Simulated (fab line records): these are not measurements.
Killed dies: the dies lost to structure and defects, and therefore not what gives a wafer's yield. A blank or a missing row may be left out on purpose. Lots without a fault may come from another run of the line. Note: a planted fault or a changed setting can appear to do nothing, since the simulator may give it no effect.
Which tool was responsible? :: flow rit_cmos :: 24 wafers from 8 lots sampled at 2 of the route's 202 steps

## WHAT EACH GAUGE READ, for each wafer
RIT_PSD_OVL_MEAS_06.
lot: L242
measured: day 3 06:13
on: overlay-01
PSD_OVL (nm): -0.4 0.0 -0.5

lot: L244
measured: day 3 16:02
on: overlay-02
PSD_OVL (nm): -0.5 -1.4 -1.5

lot: L246
measured: day 4 02:53
on: overlay-01
PSD_OVL (nm): -3.2 -2.6 -2.8

lot: L248
measured: day 4 10:32
on: overlay-02
PSD_OVL (nm): -1.1 -1.4 -1.4

lot: L250
measured: day 5 00:37
on: overlay-02
PSD_OVL (nm): -1.5 -2.7 -2.9

lot: L255
measured: day 6 04:39
on: overlay-01
PSD_OVL (nm): -149.1 -149.2 -148.5

lot: L258
measured: day 6 16:45
on: overlay-01
PSD_OVL (nm): -151.5 -151.6 -149.7

lot: L264
measured: day 7 20:03
on: overlay-02
PSD_OVL (nm): -0.7 -3.0 -1.6

## WHICH TOOL RAN EACH LOT (tool, then ch and the chambers of the sampled wafers, then the start)
lot: L242
RIT_PSD_EXPOSE_03: iline_stepper-02 ch 0, day 3 05:49

lot: L244
RIT_PSD_EXPOSE_03: iline_stepper-01 ch 0, day 3 15:34

lot: L246
RIT_PSD_EXPOSE_03: iline_stepper-01 ch 0, day 4 02:30

lot: L248
RIT_PSD_EXPOSE_03: iline_stepper-01 ch 0, day 4 10:10

lot: L250
RIT_PSD_EXPOSE_03: iline_stepper-01 ch 0, day 5 00:02

lot: L255
RIT_PSD_EXPOSE_03: iline_stepper-02 ch 0, day 6 04:13

lot: L258
RIT_PSD_EXPOSE_03: iline_stepper-02 ch 0, day 6 16:22

lot: L264
RIT_PSD_EXPOSE_03: iline_stepper-01 ch 0, day 7 19:39
- RIT_PSD_EXPOSE_03: exposes mask M10, target cd 40900 nm.

## THE ANSWER, worked out from the rows above alone
Rule: usual is defined by the lots themselves. The widest of any qualifying gaps counts: lots, ordered by their means at a reading, are off when they make up no more than a third of the lots, leave a main group of 4 or more, and stand apart from it by 3 or more times the standard deviation of that group's means. Not used: any main group whose means are identical at the precision the tables above print for the reading. Also off: a lot with no number at a reading for which 4 or more lots have one. Where the step has rows for the other lots, those lots are counted as sound.
Off: at RIT_PSD_OVL_MEAS_06 (PSD_OVL), L255, L258. Mean -1.6 nm and standard deviation 0.84 in the main group.
If a tool, at a process step before that reading, ran all the lots that are off and no sound lot after the first of them, it fits. Gauges at RIT_PSD_OVL_MEAS_06: tried the same way as those tools. Undecided on this evidence; 2 tools fit (iline_stepper-02 at RIT_PSD_EXPOSE_03, overlay-01 at RIT_PSD_OVL_MEAS_06).

## WHAT THE SIMULATOR HAD PUT IN
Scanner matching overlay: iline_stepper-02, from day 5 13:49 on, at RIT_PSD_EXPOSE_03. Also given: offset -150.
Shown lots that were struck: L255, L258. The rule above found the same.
